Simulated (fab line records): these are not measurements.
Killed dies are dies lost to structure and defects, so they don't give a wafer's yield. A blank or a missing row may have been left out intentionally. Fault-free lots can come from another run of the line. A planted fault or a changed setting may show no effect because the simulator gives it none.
A single fault, viewed from 2 desks	flow berkeley cmos170	every desk sees just its own numbers, and what lay behind them comes last

== METROLOGY DESK ==
Means of the sampled wafers that have a number, per lot and without regard to the tool the lot ran on: this is what the gauges read. Any lot whose mean is over 4 standard deviations away from the usual mean is out of limits and marked OUT; that distance is given in the brackets.
Columns: A = GATE_OXIDE_THK at UCB170_GATE_THK_MEAS_02, usual 6.65 nm
lot	first seen here	A
L427	day 6 09:48	6.38
L429	day 6 09:50	6.56
L428	day 6 09:55	6.50
L431	day 7 10:33	6.65
L430	day 7 10:35	6.66
L436	day 8 05:19	7.49 (+6.5) OUT
L434	day 8 05:19	7.55 (+6.9) OUT
L435	day 8 05:23	7.54 (+6.9) OUT
Per this desk, out of limits: L434, L435, L436; the first was L436, day 8 05:19 (GATE_OXIDE_THK at UCB170_GATE_THK_MEAS_02). In limits: L427, L429, L428, L431, L430.

== THE TOOL OWNER'S DESK: furnace-01 ==
The tool's own readings at UCB170_GATE_OXIDATION_01 (target thk 6.6 nm, ox time 1800 s): means of the sampled wafers that have a number, for each lot that ran on this tool. Any lot whose mean is over 4 standard deviations away from the usual mean is out of limits and marked OUT; that distance is given in the brackets.
Columns: A = spike tc load C at UCB170_GATE_OXIDATION_01, usual 875.9 C; B = tube_center_temp_C_max at UCB170_GATE_OXIDATION_01, usual 852.1
lot	first seen here	A	B
L430	day 7 09:03	875.5	852.5
L431	day 7 09:03	875.6	852.3
L434	day 8 03:49	874.7	852.2
L435	day 8 03:49	876.4	852.2
L436	day 8 03:49	874.6	852.3
Finding of this desk: none of the 5 lots has anything out of limits.

== ALL TOGETHER ==
Metrology desk: alarm possible at day 8 05:19 on L434, L435, L436.
Nothing out of limits was seen by the tool owner's desk.
Tool owner's desk: L434, L435, L436 on record, inside its limits.
UCB170_GATE_OXIDATION_01 was run on furnace-01 by each of the lots named.

== WHAT HAD BEEN PUT IN BY THE SIMULATOR ==
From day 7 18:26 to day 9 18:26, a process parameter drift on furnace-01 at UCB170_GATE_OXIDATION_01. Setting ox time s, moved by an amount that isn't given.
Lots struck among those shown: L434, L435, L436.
Hours from the fault's start to each desk's first reading out of limits: the metrology desk, 11.
